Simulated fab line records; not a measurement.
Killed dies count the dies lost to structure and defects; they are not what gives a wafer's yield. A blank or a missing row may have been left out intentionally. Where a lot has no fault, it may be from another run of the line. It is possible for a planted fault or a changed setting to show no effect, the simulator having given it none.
Matching of chambers | flow berkeleyCmos170 | UCB170_V2_CMP_02 on cmp-01: 4 sister chambers
The step polishes SiO2. 7 wafers are shown with their chamber, then 7 later ones without.

WAFERS PAIRED WITH THEIR CHAMBERS
wafer  | chamber | motorCurrentA (A)
L525.1 | 0       | 18.9
L529.3 | 3       | 15.0
L529.5 | 0       | 19.0
L535.2 | 2       | 15.5
L535.6 | 1       | 20.1
L544.1 | 1       | 18.3
L544.4 | 2       | 16.0

WAFERS WITHOUT THEIR CHAMBER
wafer  | motorCurrentA (A)
L544.5 | 17.4
L548.1 | 19.4
L548.2 | 15.3
L548.4 | 15.9
L546.1 | 16.3
L546.2 | 14.6
L546.5 | 16.0

EACH ONE'S CHAMBER
wafer  | from the rows above               | in truth
L544.5 | can't be placed: 0 or 2 or 1 or 3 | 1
L548.1 | can't be placed: 1 or 0           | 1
L548.2 | can't be placed: 3 or 2           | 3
L548.4 | can't be placed: 2 or 3           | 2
L546.1 | can't be placed: 2 or 3           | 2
L546.2 | can't be placed: 3 or 2           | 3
L546.5 | can't be placed: 2 or 3           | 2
Correct placement for 0 of the 7. These rows do not allow placing 7 (true chamber among the candidates in 7). 0 placed wrongly.
How it was worked out, from the rows above alone: a wafer's distance from a chamber is the root of the sum, over the readings, of the square of ((its reading less the chamber's mean) divided by the reading's scatter). If the next closest chamber is less than 2 further off than the closest, the wafer can't be placed; otherwise it belongs to the closest. A chamber's mean is the mean of its shown wafers. The scatter is the square root of a quotient: the sum, over the shown wafers, of each reading's squared deviation from its chamber's mean, divided by wafers minus chambers.
